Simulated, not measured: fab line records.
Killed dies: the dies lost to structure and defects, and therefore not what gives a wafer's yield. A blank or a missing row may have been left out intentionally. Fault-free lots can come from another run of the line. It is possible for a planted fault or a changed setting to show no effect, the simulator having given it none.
Split-lot trial ; flow berkeley-cmos170 ; 23 wafers read across 5 lots, on a route 331 steps long

THE SPLIT ITSELF
At UCB170_NVT_IMPLANT_07, the setting dose-cm2 was moved away from the recipe's 3e+12 on 4 of the 23 wafers read, by -6.5% to +4.6%. The other wafers ran this setting at the recipe's value.

FROM THE SPLIT ON TO THE READING: in between, the file shows 1 step
- UCB170_NVT_STRIP_08: strips in O2

THE READING
NVT_TW, at UCB170_NVT_TW_MEAS_09. Fault-free wafers of this fab line usually give 525, standard deviation 4.

wafer;tool, chamber at the split;dose-cm2 as run;against the recipe;NVT_TW;against lot-mates on the recipe
L076.1;implanter-03, 0;3e+12;recipe;519;-
L076.2;implanter-03, 0;3e+12;recipe;525;-
L076.4;implanter-03, 0;3e+12;recipe;519;-
L076.5;implanter-03, 0;3e+12;recipe;521;-
L076.6;implanter-03, 0;3e+12;recipe;520;-
L077.2;implanter-04, 0;3e+12;recipe;529;-
L077.3;implanter-04, 0;3.137e+12;+4.6%;534;+6
L077.4;implanter-04, 0;3e+12;recipe;527;-
L077.5;implanter-04, 0;3.137e+12;+4.6%;535;+7
L077.6;implanter-04, 0;3e+12;recipe;527;-
L079.1;implanter-03, 0;3e+12;recipe;527;-
L079.3;implanter-03, 0;2.806e+12;-6.5%;517;-10
L079.4;implanter-03, 0;3e+12;recipe;527;-
L079.5;implanter-03, 0;3e+12;recipe;526;-
L079.6;implanter-03, 0;2.806e+12;-6.5%;513;-14
L083.1;implanter-03, 0;3e+12;recipe;526;-
L083.2;implanter-03, 0;3e+12;recipe;528;-
L083.4;implanter-03, 0;3e+12;recipe;529;-
L082.1;implanter-01, 0;3e+12;recipe;525;-
L082.2;implanter-01, 0;3e+12;recipe;522;-
L082.4;implanter-01, 0;3e+12;recipe;522;-
L082.5;implanter-01, 0;3e+12;recipe;522;-
L082.6;implanter-01, 0;3e+12;recipe;524;-

FIT RESULTS
A straight line over all 23 wafers: NVT_TW changes by +1.72 for each +1% of dose-cm2; r = +0.79; the points scatter about the line by 3.2.
The same after taking each lot's own level away (the mean of its wafers on the recipe; 23 wafers): +1.7 for each +1%; r = +0.94; scatter 1.6.
On that fit, the largest move of dose-cm2 shifts the reading by 11.
Measured against the standard deviation above, the lots' own levels, which go from 520.8 to 527.7, span 1.7 times it.
So the lot-to-lot level blurs the effect unless lot-mates are compared.
Check: -11.9 against its lot-mates is what the line predicts for one of the wafers moved furthest among these (-6.5%) when that wafer is left out of the fit. It came out at -9.67 against them.

THESE WAFERS: OTHER SPLITS
Before the reading, these wafers also passed through other splits. Each is held against what the fit with the lots' levels taken away leaves over:
other split on the same wafers;wafers away from the commonest value;r with NVT_TW (lot level and that fit taken away)
UCB170_START_OXIDATION_02 temp-c;15;-0.03
UCB170_NWELL_IMPLANT_14 dose-cm2;8;+0.26
UCB170_PWELL_CVD_05 time-s;15;-0.02
UCB170_PWELL_DEVELOP_12 develop-time-s;5;-0.06
UCB170_ACTIVE_COAT_08 spin-rpm;7;-0.33
UCB170_SACOX_OXIDATION_01 ox-time-s;10;+0.02

THE FILE'S OWN FIT
NVT_TW changes by +1.71 for each +1% of dose-cm2, r = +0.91.
